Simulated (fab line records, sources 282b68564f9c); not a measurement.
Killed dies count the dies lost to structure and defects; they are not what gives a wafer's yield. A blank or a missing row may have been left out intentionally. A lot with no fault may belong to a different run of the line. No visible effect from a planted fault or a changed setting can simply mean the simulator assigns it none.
fab line records	flow rit-cmos
[record] lots = 16	wafers = 48	last-day = 7
route steps=202 shown NRETRO@63 PRETRO@67 PLDD@120 CONTACT@181 M1@202
lots untouched by any fault: they come from a run of this same line in which no faults occurred
start-h: start of the lot's first displayed wafer, in hours after the record's first day	wait-h: hours since the lot's step before	" identical to the entry in the row above	L1.1+2: one row covering several wafers at once	- no value, or no start given	* or withheld: withheld	< > ~ a bound
route shown NAME@n: NAME is a module with steps in the file, n the number in the route of the first one	usual: mean and standard deviation over wafers with no fault	same: alike in all rows	chamber/n: place in a boat	sites: per-site readings	_std_site: standard deviation across them	_edge_site: mean of outer sites minus mean of inner sites	radius-mm: for every site, how far away it sits from the centre of the wafer	mask NAME#n: copy n	behind: the most recent tool/chamber to have shaped the wafer	hold: why the lot went on hold/how many hours it stayed there/how the hold came to an end	device: transistor that didn't switch, given as n, p or np	end of line: tests run on the same wafers once the route is complete	a step without rows: its recipe alone	killed: not the wafer's yield, but the dies lost to structure and defects at the first sort	map: the dies of a wafer, with x for killed, . for not killed, _ for no die there
set.NAME: the setting as run; set.NAME@STEP: as run at that earlier step	model.NAME: the simulator's own value behind a step, which no gauge read
a sample of lots followed through the steps of the route, with each step as a table and each wafer as a row
services: a tool's chamber out of use, with start hour (start-h, from the record's first day; less than 0 if before it), hours out, and reason
[[steps]]
[step RIT_NRETRO_TW_MEAS_10]
[usual] NRETRO_TW = 1033/17
lot.wafer	tool	chamber	start-h	wait-h	NRETRO_TW
L453.1	film-metro-02	-	30.81	0.1	1062
L453.3	"	-	"	"	1058
L453.5	"	-	"	"	1060
L454.1	film-metro-01	-	36.59	0.1	1025
L454.2	"	-	"	"	1031
L454.4	"	-	"	"	1028
L456.1	film-metro-01	-	48.62	0.1	1019
L456.4	"	-	"	"	1022
L456.6	"	-	"	"	1017
L458.2	film-metro-04	-	55.47	0.1	1059
L458.3	"	-	"	"	1057
L458.5	"	-	"	"	1055
L459.2	film-metro-04	-	60.77	0.1	1052
L459.3	"	-	"	"	1057
L459.4	"	-	"	"	1052
L460.3	film-metro-02	-	65.20	0.1	1058
L460.4	"	-	"	"	1052
L460.5	"	-	"	"	1060
L461.1	film-metro-02	-	69.70	0.1	1055
L461.4	"	-	"	"	1060
L461.6	"	-	"	"	1058
L462.1	film-metro-01	-	75.28	0.1	1030
L462.2	"	-	"	"	1025
L462.4	"	-	"	"	1025
L463.2	film-metro-01	-	79.52	0.1	1022
L463.3	"	-	"	"	1012
L463.4	"	-	"	"	1023
L464.1	film-metro-01	-	85.36	0.1	1020
L464.5	"	-	"	"	1018
L464.6	"	-	"	"	1023
L468.1	film-metro-01	-	104.78	0.1	1015
L468.2	"	-	"	"	1018
L468.4	"	-	"	"	1014
L469.1	film-metro-01	-	109.74	0.1	1017
L469.3	"	-	"	"	1012
L469.5	"	-	"	"	1018
L472.1	film-metro-01	-	125.51	0.1	1020
L472.5	"	-	"	"	1026
L472.6	"	-	"	"	1019
L473.2	film-metro-01	-	130.61	0.1	1019
L473.3	"	-	"	"	1020
L473.6	"	-	"	"	1025
L474.1	film-metro-01	-	135.18	0.1	1022
L474.2	"	-	"	"	1019
L474.5	"	-	"	"	1022
L476.2	film-metro-01	-	146.08	0.1	1027
L476.4	"	-	"	"	1029
L476.5	"	-	"	"	1029
[step RIT_PRETRO_EXPOSE_03]
[recipe] mask-id = M5	na = 0.57	target-cd-nm = 43700	dose-mj = 250
[usual] focus-offset-nm = 0.0/0.56	reticle-temp-C = 23.01/0.12
lot.wafer	tool	chamber	start-h	wait-h	mask	focus-offset-nm	reticle-temp-C
L453.1	iline-stepper-01	0	31.32	0.1	M5#0	-0.3	23.08
L453.3	"	0	"	"	M5#0	-0.1	22.99
L453.5	"	0	"	"	M5#0	-0.7	23.09
L454.1	iline-stepper-01	0	37.10	0.1	M5#0	0.0	22.95
L454.2	"	0	"	"	M5#0	-0.3	22.97
L454.4	"	0	"	"	M5#0	0.3	22.91
L456.1	iline-stepper-01	0	49.26	0.2	M5#0	0.5	23.05
L456.4	"	0	"	"	M5#0	-0.5	22.93
L456.6	"	0	"	"	M5#0	-0.3	22.95
L458.2	iline-stepper-01	0	56.16	0.2	M5#0	0.4	23.17
L458.3	"	0	"	"	M5#0	0.0	23.30
L458.5	"	0	"	"	M5#0	0.6	22.93
L459.2	iline-stepper-01	0	61.29	0.1	M5#0	-0.3	23.19
L459.3	"	0	"	"	M5#0	-0.8	23.10
L459.4	"	0	"	"	M5#0	-0.8	23.21
L460.3	iline-stepper-01	0	65.73	0.1	M5#0	-1.3	22.97
L460.4	"	0	"	"	M5#0	-0.6	22.87
L460.5	"	0	"	"	M5#0	-0.9	22.87
L461.1	iline-stepper-01	0	70.21	0.1	M5#0	-0.5	22.84
L461.4	"	0	"	"	M5#0	-0.6	22.84
L461.6	"	0	"	"	M5#0	-1.1	22.76
L462.1	iline-stepper-02	0	75.91	0.2	M5#0	0.1	23.05
L462.2	"	0	"	"	M5#0	0.1	22.88
L462.4	"	0	"	"	M5#0	-0.9	22.89
L463.2	iline-stepper-01	0	80.17	0.2	M5#0	-0.2	23.02
L463.3	"	0	"	"	M5#0	0.5	22.97
L463.4	"	0	"	"	M5#0	0.2	23.00
L464.1	iline-stepper-02	0	85.99	0.2	M5#0	-0.3	23.02
L464.5	"	0	"	"	M5#0	-0.3	23.08
L464.6	"	0	"	"	M5#0	-0.3	22.81
L468.1	iline-stepper-02	0	105.42	0.2	M5#0	0.1	22.88
L468.2	"	0	"	"	M5#0	-0.5	23.04
L468.4	"	0	"	"	M5#0	0.5	22.93
L469.1	iline-stepper-02	0	110.25	0.1	M5#0	-0.3	23.31
L469.3	"	0	"	"	M5#0	-0.4	23.30
L469.5	"	0	"	"	M5#0	-0.7	23.10
L472.1	iline-stepper-02	0	126.14	0.2	M5#0	0.8	22.88
L472.5	"	0	"	"	M5#0	0.3	22.92
L472.6	"	0	"	"	M5#0	0.5	22.93
L473.2	iline-stepper-02	0	131.13	0.1	M5#0	-0.5	23.01
L473.3	"	0	"	"	M5#0	-0.2	23.04
L473.6	"	0	"	"	M5#0	0.3	23.15
L474.1	iline-stepper-02	0	135.69	0.1	M5#0	0.0	22.97
L474.2	"	0	"	"	M5#0	-0.5	22.84
L474.5	"	0	"	"	M5#0	-0.1	22.97
L476.2	iline-stepper-02	0	146.77	0.2	M5#0	0.4	22.89
L476.4	"	0	"	"	M5#0	-0.3	22.93
L476.5	"	0	"	"	M5#0	-0.3	22.86
[step RIT_PRETRO_OVL_MEAS_06]
[usual] PRETRO_OVL = -0.3/1.5
lot.wafer	tool	chamber	start-h	wait-h	PRETRO_OVL[nm]
L453.1	overlay-01	-	31.75	-	1.1
L453.3	"	-	"	"	0.2
L453.5	"	-	"	"	0.2
L454.1	overlay-02	-	37.53	-	-1.7
L454.2	"	-	"	"	3.1
L454.4	"	-	"	"	-0.2
L456.1	overlay-02	-	49.72	-	0.8
L456.4	"	-	"	"	-1.4
L456.6	"	-	"	"	-1.2
L458.2	overlay-02	-	56.58	-	-1.1
L458.3	"	-	"	"	-0.1
L458.5	"	-	"	"	-0.3
L459.2	overlay-01	-	61.71	-	128.1
L459.3	"	-	"	"	127.7
L459.4	"	-	"	"	129.0
L460.3	overlay-02	-	66.13	-	130.7
L460.4	"	-	"	"	128.8
L460.5	"	-	"	"	128.8
L461.1	overlay-01	-	70.64	-	127.1
L461.4	"	-	"	"	126.6
L461.6	"	-	"	"	127.6
L462.1	overlay-01	-	76.34	-	1.4
L462.2	"	-	"	"	0.8
L462.4	"	-	"	"	2.0
L463.2	overlay-01	-	80.58	-	130.2
L463.3	"	-	"	"	132.4
L463.4	"	-	"	"	130.3
L464.1	overlay-01	-	86.42	-	1.6
L464.5	"	-	"	"	1.6
L464.6	"	-	"	"	2.1
L468.1	overlay-02	-	105.85	-	-0.6
L468.2	"	-	"	"	0.9
L468.4	"	-	"	"	0.1
L469.1	overlay-01	-	110.68	-	0.7
L469.3	"	-	"	"	1.4
L469.5	"	-	"	"	2.2
L472.1	overlay-01	-	126.58	-	-1.6
L472.5	"	-	"	"	0.0
L472.6	"	-	"	"	0.5
L473.2	overlay-02	-	131.55	-	-1.1
L473.3	"	-	"	"	-0.3
L473.6	"	-	"	"	-4.1
L474.1	overlay-01	-	136.12	-	1.5
L474.2	"	-	"	"	0.7
L474.5	"	-	"	"	1.1
L476.2	overlay-01	-	147.18	-	1.0
L476.4	"	-	"	"	1.7
L476.5	"	-	"	"	1.3
[step RIT_PLDD_OVL_MEAS_06]
[usual] PLDD_OVL = 0.4/1.2
lot.wafer	tool	chamber	start-h	wait-h	PLDD_OVL[nm]
L453.1	overlay-01	-	44.26	-	1.5
L453.3	"	-	"	"	0.3
L453.5	"	-	"	"	0.8
L454.1	overlay-01	-	49.41	-	1.6
L454.2	"	-	"	"	2.6
L454.4	"	-	"	"	2.4
L456.1	overlay-01	-	62.23	-	2.6
L456.4	"	-	"	"	1.6
L456.6	"	-	"	"	0.9
L458.2	overlay-02	-	69.20	-	1.3
L458.3	"	-	"	"	0.8
L458.5	"	-	"	"	0.3
L459.2	overlay-02	-	73.59	-	1.5
L459.3	"	-	"	"	0.1
L459.4	"	-	"	"	1.2
L460.3	overlay-01	-	77.41	-	-0.6
L460.4	"	-	"	"	-1.3
L460.5	"	-	"	"	-0.2
L461.1	overlay-02	-	83.13	-	2.2
L461.4	"	-	"	"	1.2
L461.6	"	-	"	"	2.1
L462.1	overlay-02	-	88.59	-	-0.4
L462.2	"	-	"	"	0.4
L462.4	"	-	"	"	-0.5
L463.2	overlay-02	-	92.91	-	-0.1
L463.3	"	-	"	"	0.4
L463.4	"	-	"	"	0.5
L464.1	overlay-02	-	97.95	-	0.1
L464.5	"	-	"	"	-0.4
L464.6	"	-	"	"	0.5
L468.1	overlay-02	-	117.25	-	0.1
L468.2	"	-	"	"	0.9
L468.4	"	-	"	"	1.7
L469.1	overlay-02	-	122.08	-	0.8
L469.3	"	-	"	"	1.1
L469.5	"	-	"	"	1.7
L472.1	overlay-01	-	138.51	-	-0.1
L472.5	"	-	"	"	0.2
L472.6	"	-	"	"	-1.5
L473.2	overlay-01	-	143.00	-	2.1
L473.3	"	-	"	"	1.7
L473.6	"	-	"	"	2.5
L474.1	overlay-02	-	148.45	-	-1.2
L474.2	"	-	"	"	0.9
L474.5	"	-	"	"	-2.3
L476.2	overlay-02	-	159.70	-	-0.1
L476.4	"	-	"	"	-0.4
L476.5	"	-	"	"	-2.1
[step RIT_CONTACT_CD_MEAS_90]
[recipe] target-cd-nm = 1000
[usual] cd-nm = 1000.3/1.9
lot.wafer	tool	chamber	start-h	wait-h	cd-nm
L453.1	cd-sem-01	-	54.00	0.1	998.3
L453.3	"	-	"	"	999.5
L453.5	"	-	"	"	997.7
L454.1	cd-sem-01	-	58.57	0.1	1001.9
L454.2	"	-	"	"	1000.0
L454.4	"	-	"	"	1000.4
L456.1	cd-sem-02	-	71.58	0.1	1001.7
L456.4	"	-	"	"	1002.0
L456.6	"	-	"	"	1001.5
L458.2	cd-sem-02	-	78.45	0.1	997.9
L458.3	"	-	"	"	998.8
L458.5	"	-	"	"	999.5
L459.2	cd-sem-02	-	82.98	0.1	1000.6
L459.3	"	-	"	"	1001.7
L459.4	"	-	"	"	1001.6
L460.3	cd-sem-01	-	87.04	0.1	1003.1
L460.4	"	-	"	"	1000.4
L460.5	"	-	"	"	1002.6
L461.1	cd-sem-02	-	92.58	0.1	1001.5
L461.4	"	-	"	"	1002.6
L461.6	"	-	"	"	1000.8
L462.1	cd-sem-01	-	98.99	0.1	1002.7
L462.2	"	-	"	"	999.3
L462.4	"	-	"	"	998.9
L463.2	cd-sem-01	-	102.11	0.1	996.6
L463.3	"	-	"	"	997.7
L463.4	"	-	"	"	995.7
L464.1	cd-sem-01	-	107.04	0.1	1001.1
L464.5	"	-	"	"	1003.7
L464.6	"	-	"	"	1000.8
L468.1	cd-sem-02	-	126.89	0.1	997.1
L468.2	"	-	"	"	997.1
L468.4	"	-	"	"	996.6
L469.1	cd-sem-01	-	131.58	0.1	1000.2
L469.3	"	-	"	"	1000.2
L469.5	"	-	"	"	998.5
L472.1	cd-sem-01	-	148.12	0.1	1000.6
L472.5	"	-	"	"	999.2
L472.6	"	-	"	"	999.8
L473.2	cd-sem-01	-	153.01	0.1	1002.8
L473.3	"	-	"	"	1001.3
L473.6	"	-	"	"	1003.3
L474.1	cd-sem-02	-	157.67	0.1	1000.8
L474.2	"	-	"	"	1001.3
L474.5	"	-	"	"	1000.1
L476.2	cd-sem-02	-	169.04	0.1	1002.1
L476.4	"	-	"	"	1001.3
L476.5	"	-	"	"	1002.2
[step RIT_M1_PROBE_99]
[usual] killed_at_M0_to_M3 = 0.0/0.083	killed-at-contacts = 0.1/0.32	killed-at-front-end = 7/3	killed-dies = 7/3	killed-open = 3.4/2.2	killed-short = 3.3/1.8
[same] gross-dies = 264	killed_at_M4_up = 0	killed-at-back-side = 0	killed-at-other = 0
lot.wafer	tool	chamber	start-h	wait-h	killed_at_M0_to_M3	killed-at-contacts	killed-at-front-end	killed-dies	killed-open	killed-short
L453.1	prober-01	-	58.48	0.1	0	0	4	4	3	1
L453.3	prober-01	-	58.58	0.2	0	0	5	5	2	3
L453.5	prober-01	-	58.68	0.2	0	0	5	5	2	3
L454.1	prober-02	-	64.36	0.1	0	0	3	3	2	1
L454.2	prober-02	-	64.41	0.1	0	1	5	6	3	3
L454.4	prober-02	-	64.51	0.2	0	0	12	12	7	5
L456.1	prober-02	-	76.29	0.1	0	0	5	5	1	4
L456.4	prober-02	-	76.44	0.2	0	0	7	7	5	2
L456.6	prober-02	-	76.54	0.2	0	0	4	4	1	3
L458.2	prober-02	-	83.12	0.1	0	0	12	12	3	9
L458.3	prober-02	-	83.17	0.2	0	0	8	8	8	0
L458.5	prober-02	-	83.27	0.2	0	0	5	5	3	2
L459.2	prober-01	-	87.67	0.1	0	0	5	5	2	3
L459.3	prober-01	-	87.72	0.2	0	0	7	7	3	4
L459.4	prober-01	-	87.77	0.2	0	0	10	10	5	5
L460.3	prober-02	-	91.84	0.2	0	0	12	12	7	5
L460.4	prober-02	-	91.89	0.2	0	0	4	4	1	3
L460.5	prober-02	-	91.94	0.2	0	0	7	7	2	5
L461.1	prober-01	-	97.21	0.1	0	0	10	10	5	5
L461.4	prober-01	-	97.36	0.2	0	0	4	4	1	3
L461.6	prober-01	-	97.46	0.2	0	0	11	11	9	2
L462.1	prober-02	-	104.61	0.1	0	0	8	8	0	8
L462.2	prober-02	-	104.66	0.1	0	0	5	5	2	3
L462.4	prober-02	-	104.76	0.2	0	0	13	13	10	3
L463.2	prober-01	-	106.75	0.1	0	0	3	3	1	2
L463.3	prober-01	-	106.80	0.2	0	0	4	4	3	1
L463.4	prober-01	-	106.85	0.2	0	0	4	4	2	2
L464.1	prober-02	-	111.57	0.1	0	0	7	7	5	2
L464.5	prober-02	-	111.77	0.2	0	0	1	1	0	1
L464.6	prober-02	-	111.82	0.2	0	0	9	9	5	4
L468.1	prober-02	-	131.73	0.1	0	0	6	6	4	2
L468.2	prober-02	-	131.78	0.1	0	1	5	6	2	4
L468.4	prober-02	-	131.88	0.2	0	1	3	4	2	2
L469.1	prober-01	-	136.07	0.1	0	0	10	10	7	3
L469.3	prober-01	-	136.17	0.2	0	0	1	1	1	0
L469.5	prober-01	-	136.27	0.2	0	0	4	4	3	1
L472.1	prober-02	-	152.74	0.1	1	0	7	8	3	5
L472.5	prober-02	-	152.94	0.2	0	1	6	7	5	2
L472.6	prober-02	-	152.99	0.2	0	0	6	6	4	2
L473.2	prober-01	-	158.64	0.1	0	0	11	11	6	5
L473.3	prober-01	-	158.69	0.2	0	0	8	8	4	4
L473.6	prober-01	-	158.84	0.2	0	0	6	6	3	3
L474.1	prober-02	-	162.15	0.1	0	0	11	11	6	5
L474.2	prober-02	-	162.20	0.1	0	0	5	5	2	3
L474.5	prober-02	-	162.35	0.2	0	0	7	7	5	2
L476.2	prober-02	-	173.67	0.1	0	0	9	9	5	4
L476.4	prober-02	-	173.77	0.2	0	0	8	8	5	3
L476.5	prober-02	-	173.82	0.2	0	0	15	15	11	4
// killed by level:class
L453.1 GATE:geometric-particle:open=2 FOX1:geometric-particle:short=1 SILICIDE:geometric-particle:open=1
L453.3 GATE:geometric-particle:short=3 FOX2:geometric-particle:open=1 GATE:geometric-particle:open=1
L453.5 FOX2:geometric-particle:short=2 GATE:geometric-particle:open=2 FOX1:geometric-particle:short=1
L454.1 GATE:geometric-particle:open=2 GATE:geometric-particle:short=1
L454.2 GATE:geometric-particle:open=2 FOX1:geometric-particle:short=1 GATE:geometric-particle:short=1 REOX:geometric-particle:short=1 CONTACT:geometric-particle:open=1
L454.4 GATE:geometric-particle:short=4 GATE:geometric-particle:open=3 SPACER:geometric-particle:open=2 SILICIDE:geometric-particle:open=2 SPACER:geometric-particle:short=1
L456.1 FOX1:geometric-particle:short=2 GATE:geometric-particle:short=1 REOX:geometric-particle:short=1 SILICIDE:geometric-particle:open=1
L456.4 GATE:geometric-particle:open=3 FOX1:geometric-particle:short=1 FOX1:geometric-particle:open=1 REOX:geometric-particle:open=1 SPACER:geometric-particle:short=1
L456.6 GATE:geometric-particle:short=3 SPACER:geometric-particle:open=1
L458.2 GATE:geometric-particle:short=4 REOX:geometric-particle:short=3 FOX2:geometric-particle:short=2 GATE:geometric-particle:open=2 FOX1:geometric-particle:open=1
L458.3 GATE:geometric-particle:open=6 FOX2:geometric-particle:open=1 SILICIDE:geometric-particle:open=1
L458.5 REOX:geometric-particle:open=2 GATE:geometric-particle:open=1 GATE:geometric-particle:short=1 REOX:geometric-particle:short=1
L459.2 GATE:geometric-particle:short=2 FOX1:geometric-particle:short=1 FOX1:geometric-particle:open=1 GATE:geometric-particle:open=1
L459.3 SPACER:geometric-particle:short=3 GATE:geometric-particle:short=1 GATE:geometric-particle:open=1 SPACER:geometric-particle:open=1 SILICIDE:geometric-particle:open=1
L459.4 GATE:geometric-particle:short=3 GATE:geometric-particle:open=2 SPACER:geometric-particle:short=2 REOX:geometric-particle:open=1 SPACER:geometric-particle:open=1 SILICIDE:geometric-particle:open=1
L460.3 GATE:geometric-particle:open=2 GATE:geometric-particle:short=2 REOX:geometric-particle:open=2 SILICIDE:geometric-particle:open=2 REOX:geometric-particle:short=1 SPACER:geometric-particle:short=1 SPACER:geometric-particle:open=1 SILICIDE:geometric-particle:short=1
L460.4 FOX1:geometric-particle:short=1 GATE:geometric-particle:short=1 SPACER:geometric-particle:short=1 SILICIDE:geometric-particle:open=1
L460.5 GATE:geometric-particle:short=2 GATE:geometric-particle:open=2 FOX1:geometric-particle:short=1 SPACER:geometric-particle:short=1 SILICIDE:geometric-particle:short=1
L461.1 GATE:geometric-particle:short=2 SPACER:geometric-particle:short=2 SILICIDE:geometric-particle:open=2 GATE:geometric-particle:open=1 REOX:geometric-particle:open=1 SPACER:geometric-particle:open=1 SILICIDE:geometric-particle:short=1
L461.4 GATE:geometric-particle:short=2 GATE:geometric-particle:open=1 REOX:geometric-particle:short=1
L461.6 GATE:geometric-particle:open=4 SILICIDE:geometric-particle:open=2 FOX2:geometric-particle:open=1 REOX:geometric-particle:open=1 REOX:geometric-particle:short=1 SPACER:geometric-particle:short=1 SPACER:geometric-particle:open=1
L462.1 GATE:geometric-particle:short=6 REOX:geometric-particle:short=2
L462.2 GATE:geometric-particle:open=2 SPACER:geometric-particle:short=2 GATE:geometric-particle:short=1
L462.4 GATE:geometric-particle:open=3 REOX:geometric-particle:open=2 SPACER:geometric-particle:open=2 SPACER:geometric-particle:short=2 SILICIDE:geometric-particle:open=2 FOX1:geometric-particle:short=1 FOX1:geometric-particle:open=1
L463.2 FOX1:geometric-particle:short=1 GATE:geometric-particle:open=1 SPACER:geometric-particle:short=1
L463.3 GATE:geometric-particle:open=1 REOX:geometric-particle:open=1 SILICIDE:geometric-particle:open=1 SILICIDE:geometric-particle:short=1
L463.4 GATE:geometric-particle:open=2 GATE:geometric-particle:short=1 SPACER:geometric-particle:short=1
L464.1 GATE:geometric-particle:open=4 GATE:geometric-particle:short=1 SILICIDE:geometric-particle:short=1 SILICIDE:geometric-particle:open=1
L464.5 REOX:geometric-particle:short=1
L464.6 FOX1:geometric-particle:open=2 GATE:geometric-particle:short=2 GATE:geometric-particle:open=2 REOX:geometric-particle:open=1 SPACER:geometric-particle:short=1 SILICIDE:geometric-particle:short=1
L468.1 GATE:geometric-particle:short=2 GATE:geometric-particle:open=2 FOX1:geometric-particle:open=1 REOX:geometric-particle:open=1
L468.2 GATE:geometric-particle:open=1 GATE:geometric-particle:short=1 REOX:geometric-particle:short=1 SPACER:geometric-particle:short=1 SILICIDE:geometric-particle:open=1 CONTACT:geometric-particle:short=1
L468.4 GATE:geometric-particle:short=1 REOX:geometric-particle:open=1 SPACER:geometric-particle:short=1 CONTACT:geometric-particle:open=1
L469.1 GATE:geometric-particle:open=3 SPACER:geometric-particle:short=2 SILICIDE:geometric-particle:open=2 FOX1:geometric-particle:open=1 GATE:geometric-particle:short=1 SPACER:geometric-particle:open=1
L469.3 GATE:geometric-particle:open=1
L469.5 GATE:geometric-particle:open=2 GATE:geometric-particle:short=1 SPACER:geometric-particle:open=1
L472.1 SPACER:geometric-particle:open=2 FOX1:geometric-particle:short=1 GATE:geometric-particle:short=1 REOX:geometric-particle:short=1 REOX:geometric-particle:open=1 SILICIDE:geometric-particle:short=1 M1:geometric-particle:short=1
L472.5 FOX1:geometric-particle:short=2 SPACER:geometric-particle:open=2 FOX1:geometric-particle:open=1 SILICIDE:geometric-particle:open=1 CONTACT:geometric-particle:open=1
L472.6 SILICIDE:geometric-particle:open=2 FOX1:geometric-particle:open=1 FOX1:geometric-particle:short=1 FOX2:geometric-particle:short=1 REOX:geometric-particle:open=1
L473.2 FOX1:geometric-particle:short=2 GATE:geometric-particle:open=2 SILICIDE:geometric-particle:open=2 FOX1:geometric-particle:open=1 FOX2:geometric-particle:short=1 GATE:geometric-particle:short=1 REOX:geometric-particle:open=1 SILICIDE:geometric-particle:short=1
L473.3 GATE:geometric-particle:open=2 SPACER:geometric-particle:short=2 FOX2:geometric-particle:open=1 FOX2:geometric-particle:short=1 GATE:geometric-particle:short=1 SILICIDE:geometric-particle:open=1
L473.6 GATE:geometric-particle:short=1 REOX:geometric-particle:open=1 REOX:geometric-particle:short=1 SPACER:geometric-particle:open=1 SILICIDE:geometric-particle:short=1 SILICIDE:geometric-particle:open=1
L474.1 GATE:geometric-particle:short=3 GATE:geometric-particle:open=3 FOX1:geometric-particle:short=2 FOX1:geometric-particle:open=1 FOX2:geometric-particle:open=1 REOX:geometric-particle:open=1
L474.2 SILICIDE:geometric-particle:short=2 FOX2:geometric-particle:short=1 GATE:geometric-particle:open=1 REOX:geometric-particle:open=1
L474.5 FOX1:geometric-particle:open=2 GATE:geometric-particle:short=2 GATE:geometric-particle:open=2 SPACER:geometric-particle:open=1
L476.2 REOX:geometric-particle:open=2 FOX1:geometric-particle:open=1 GATE:geometric-particle:short=1 REOX:geometric-particle:short=1 SPACER:geometric-particle:open=1 SPACER:geometric-particle:short=1 SILICIDE:geometric-particle:short=1 SILICIDE:geometric-particle:open=1
L476.4 REOX:geometric-particle:open=3 SILICIDE:geometric-particle:short=2 FOX1:geometric-particle:open=1 FOX2:geometric-particle:open=1 GATE:geometric-particle:short=1
L476.5 REOX:geometric-particle:open=4 FOX1:geometric-particle:open=2 GATE:geometric-particle:open=2 SPACER:geometric-particle:open=2 FOX1:geometric-particle:short=1 FOX2:geometric-particle:short=1 FOX2:geometric-particle:open=1 GATE:geometric-particle:short=1
[[services]]
tool	chamber	start-h	hours	kind
iline-stepper-02	-	52.03	1.8	repair
iline-stepper-02	-	96.84	5.0	repair
iline-stepper-02	-	117.01	1.7	pm
iline-stepper-02	-	132.21	2.2	repair
[[key]]
[first-sign] step = RIT_PRETRO_OVL_MEAS_06	reading = PRETRO_OVL	direction = up	sigmas = 85	usual = -0.3	struck = 128.9
effect none on later readings
met-at RIT_PRETRO_EXPOSE_03
struck-lots L459,L460,L461,L463
tester-left-out L459,L460,L461,L463
not-acting-at RIT_NRETRO_TW_MEAS_10,RIT_PLDD_OVL_MEAS_06,RIT_CONTACT_CD_MEAS_90
onset-between 56.16 61.29
[fault] kind = scanner-matching-overlay	tool = iline-stepper-01	chamber = -	onset-h = 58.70	steps = RIT_PRETRO_EXPOSE_03	offset = 130
// tester-left-out: of these lots the tester's yield and bins aren't shown, on N5 and GAA mostly nor the transistor test; their killed dies are dies lost to structure and defects alone, not to doping, threshold or leakage, so they don't give the yield
